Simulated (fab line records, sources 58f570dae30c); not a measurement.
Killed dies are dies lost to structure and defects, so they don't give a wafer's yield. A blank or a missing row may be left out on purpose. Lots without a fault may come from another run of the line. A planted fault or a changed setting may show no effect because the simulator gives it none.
Which tool did it? | flow berkeley_cmos170 | 15 lots, 45 wafers sampled, at 5 steps of a route of 331

WHAT THE GAUGES READ, wafer by wafer
UCB170_NWELL_THK_MEAS_05. Usual: NWELL_NITRIDE_THK 227.3 nm, standard deviation 2.2.
lot  | measured    | on            | NWELL_NITRIDE_THK (nm) | flag
L777 | day 2 04:49 | film_metro-01 | 228.4 229.2 229.5      |
L778 | day 2 07:57 | film_metro-02 | 227.3 227.8 227.8      |
L779 | day 2 15:17 | film_metro-02 | 227.2 225.5 225.0      |
L780 | day 2 20:24 | film_metro-02 | 233.1 233.3 232.7      |
L781 | day 3 05:38 | film_metro-01 | 225.8 224.7 224.1      |
L782 | day 3 11:17 | film_metro-01 | 228.6 229.0 227.8      |
L783 | day 3 11:17 | film_metro-02 | 227.9 227.8 226.5      |
L787 | day 4 21:35 | film_metro-04 | 225.8 226.8 225.7      |
L789 | day 4 21:36 | film_metro-02 | 226.0 226.5 226.3      |
L793 | day 5 22:43 | film_metro-02 | 229.2 228.1 228.5      |
L794 | day 5 22:43 | film_metro-04 | 230.8 229.9 231.8      |
L797 | day 6 12:19 | film_metro-01 | 223.6 223.2 225.7      |
L798 | day 6 12:19 | film_metro-02 | 228.0 228.3 229.5      |
L799 | day 6 22:16 | film_metro-01 | 223.4 223.7 223.4      |
L800 | day 6 22:16 | film_metro-04 | 231.1 230.4 229.7      |

UCB170_WELLDRIVE_THK_MEAS_02. Usual: WELLDRIVE_OXIDE_THK 199 nm, standard deviation 3.7.
lot  | measured    | on            | WELLDRIVE_OXIDE_THK (nm) | flag
L777 | day 3 16:42 | film_metro-02 | 200 199 199              |
L778 | day 4 07:44 | film_metro-02 | 203 198 201              |
L779 | day 3 16:41 | film_metro-03 | 200 201 200              |
L780 | day 4 07:45 | film_metro-03 | 199 200 201              |
L781 | day 4 15:28 | film_metro-01 | 229 229 230              | OFF
L782 | day 4 20:14 | film_metro-02 | 233 235 234              | OFF
L783 | day 4 15:29 | film_metro-03 | 234 235 233              | OFF
L787 | day 6 06:29 | film_metro-03 | 197 200 200              |
L789 | day 6 06:31 | film_metro-02 | 201 202 200              |
L793 | day 7 01:31 | film_metro-02 | 195 196 194              |
L794 | day 7 01:31 | film_metro-03 | 196 196 197              |
L797 | day 7 18:34 | film_metro-02 | 195 194 194              |
L798 | day 7 18:34 | film_metro-03 | 198 197 200              |
L799 | day 8 06:26 | film_metro-02 | 193 190 193              |
L800 | day 8 01:41 | film_metro-03 | 199 192 197              |

UCB170_ACTIVE_THK_MEAS_03. Usual: ACTIVE_OXIDE_THK 26.3 nm, standard deviation 0.42.
lot  | measured    | on            | ACTIVE_OXIDE_THK (nm) | flag
L777 | day 4 04:28 | film_metro-01 | 26.7 26.8 26.5        |
L778 | day 5 01:31 | film_metro-01 | 26.5 26.3 26.4        |
L779 | day 4 04:27 | film_metro-03 | 25.9 26.3 26.1        |
L780 | day 5 01:32 | film_metro-03 | 26.0 25.8 25.5        |
L781 | day 5 11:21 | film_metro-04 | 26.6 26.1 26.4        |
L782 | day 5 11:22 | film_metro-01 | 26.3 26.7 26.7        |
L783 | day 5 11:22 | film_metro-03 | 26.2 27.0 26.9        |
L787 | day 6 16:52 | film_metro-03 | 25.7 26.2 26.1        |
L789 | day 6 16:56 | film_metro-04 | 25.6 26.0 25.9        |
L793 | day 7 06:34 | film_metro-04 | 26.0 26.2 26.1        |
L794 | day 7 06:37 | film_metro-01 | 26.6 26.3 26.2        |
L797 | day 8 01:31 | film_metro-03 | 26.0 26.5 26.2        |
L798 | day 8 01:32 | film_metro-04 | 26.2 26.5 26.1        |
L799 | day 8 12:38 | film_metro-04 | 25.7 25.8 25.6        |
L800 | day 8 10:06 | film_metro-01 | 26.5 26.6 26.7        |

UCB170_ACTIVE_OVL_MEAS_14. Usual: ACTIVE_OVL 2 nm, standard deviation 5.
lot  | measured    | on         | ACTIVE_OVL (nm) | flag
L777 | day 4 14:41 | overlay-02 | -1 -8 -2        |
L778 | day 5 10:46 | overlay-02 | 16 11 13        |
L779 | day 4 14:46 | overlay-01 | 5 -10 -4        |
L780 | day 5 10:59 | overlay-01 | -2 -5 -4        |
L781 | day 5 19:49 | overlay-01 | -1 1 0          |
L782 | day 5 19:42 | overlay-01 | 2 2 8           |
L783 | day 5 19:26 | overlay-01 | 6 -2 7          |
L787 | day 7 00:40 | overlay-01 | 0 0 -1          |
L789 | day 7 00:55 | overlay-02 | 6 8 5           |
L793 | day 7 14:06 | overlay-01 | 3 -4 -3         |
L794 | day 7 14:28 | overlay-01 | 9 1 8           |
L797 | day 8 08:09 | overlay-02 | 2 10 6          |
L798 | day 8 07:59 | overlay-02 | 3 -2 -6         |
L799 | day 8 20:14 | overlay-01 | 9 11 11         |
L800 | day 8 18:33 | overlay-02 | -1 4 8          |

WHICH TOOL RAN EACH LOT (tool, then ch and the chambers of the sampled wafers, then the start)
lot  | UCB170_WELLDRIVE_OXIDATION_01
L777 | furnace-02 ch 0, day 3 13:11
L778 | furnace-02 ch 0, day 4 04:13
L779 | furnace-02 ch 0, day 3 13:11
L780 | furnace-02 ch 0, day 4 04:13
L781 | furnace-02 ch 0, day 4 11:58
L782 | furnace-02 ch 0, day 4 16:43
L783 | furnace-02 ch 0, day 4 11:58
L787 | furnace-03 ch 0, day 6 02:59
L789 | furnace-03 ch 0, day 6 02:59
L793 | furnace-04 ch 0, day 6 22:00
L794 | furnace-04 ch 0, day 6 22:00
L797 | furnace-04 ch 0, day 7 15:03
L798 | furnace-04 ch 0, day 7 15:03
L799 | furnace-02 ch 0, day 8 02:56
L800 | furnace-02 ch 0, day 7 22:11
- UCB170_WELLDRIVE_OXIDATION_01: target thk 199 nm, ox time 9000 s.

WHAT THE TOOLS THEMSELVES READ (means of the sampled wafers that have a number; where no wafer has one, the mark that the record gives instead)
UCB170_WELLDRIVE_OXIDATION_01. Usual: spike_tc_centre_C 1102.5 C, standard deviation 1.1; spike_tc_load_C 1128.8 C, standard deviation 1.4; spike_tc_source_C 1125.9 C, standard deviation 1.4; tube_center_temp_C 1100 C, standard deviation 0.098; tube_center_temp_C_max 1102.8, standard deviation 0.47; zone_power_centre_pct 56.7 %, standard deviation 0.79.
lot  | tool       | spike_tc_centre_C (C) | spike_tc_load_C (C) | spike_tc_source_C (C) | tube_center_temp_C (C) | tube_center_temp_C_max | zone_power_centre_pct (%) | flag
L777 | furnace-02 | 1101.7                | 1128.3              | 1125.9                | 1100                   | 1102.7                 | 56.6                      |
L778 | furnace-02 | 1102.8                | 1129.9              | 1125.4                | 1100                   | 1102.8                 | 56.7                      |
L779 | furnace-02 | 1101.7                | 1129.0              | 1126.4                | 1100                   | 1103.2                 | 56.5                      |
L780 | furnace-02 | 1101.5                | 1129.5              | 1126.4                | 1100                   | 1102.5                 | 56.5                      |
L781 | furnace-02 | 1134.2                | 1162.1              | 1159.0                | 1132                   | 1134.8                 | 58.9                      | OFF
L782 | furnace-02 | 1134.6                | 1163.5              | 1159.3                | 1132                   | 1134.9                 | 59.0                      | OFF
L783 | furnace-02 | 1133.3                | 1162.0              | 1159.3                | 1132                   | 1134.6                 | 58.5                      | OFF
L787 | furnace-03 | 1101.3                | 1127.0              | 1126.2                | 1100                   | 1102.7                 | 56.2                      |
L789 | furnace-03 | 1101.7                | 1126.5              | 1127.0                | 1100                   | 1102.8                 | 56.5                      |
L793 | furnace-04 | 1102.9                | 1129.9              | 1122.7                | 1100                   | 1103.1                 | 57.8                      |
L794 | furnace-04 | 1103.0                | 1128.9              | 1124.3                | 1100                   | 1103.1                 | 57.5                      |
L797 | furnace-04 | 1103.4                | 1128.5              | 1123.6                | 1100                   | 1102.6                 | 57.7                      |
L798 | furnace-04 | 1102.5                | 1129.2              | 1123.0                | 1100                   | 1102.6                 | 57.7                      |
L799 | furnace-02 | 1102.6                | 1129.2              | 1126.0                | 1100                   | 1103.1                 | 56.8                      |
L800 | furnace-02 | 1101.7                | 1128.8              | 1126.7                | 1100                   | 1102.7                 | 56.7                      |

THE ANSWER, worked out from the rows above alone
Rule: a lot is off if the mean of its wafers that have a number lies more than 3 standard deviations from the usual mean. A lot without any number at a reading at which 4 lots or more have one is off too. The other lots that the step has rows for count as sound. The gauges are gone through in route order, then the tools' own readings, and for those a lot's mean is taken as printed above. The first step at which some lot is off is used, and at that step the reading that is off furthest; a lot without a number counts as furthest.
Off: L781, L782, L783, at UCB170_WELLDRIVE_THK_MEAS_02 (WELLDRIVE_OXIDE_THK).
A tool fits if, at a process step before that reading, it ran every lot that is off, and no sound lot after the first of them. The gauges at UCB170_WELLDRIVE_THK_MEAS_02 aren't tried: what is off there is off at UCB170_WELLDRIVE_OXIDATION_01 too, on other tools, and a gauge's error can't cause that. None of those tried fits.

WHAT THE SIMULATOR HAD PUT IN
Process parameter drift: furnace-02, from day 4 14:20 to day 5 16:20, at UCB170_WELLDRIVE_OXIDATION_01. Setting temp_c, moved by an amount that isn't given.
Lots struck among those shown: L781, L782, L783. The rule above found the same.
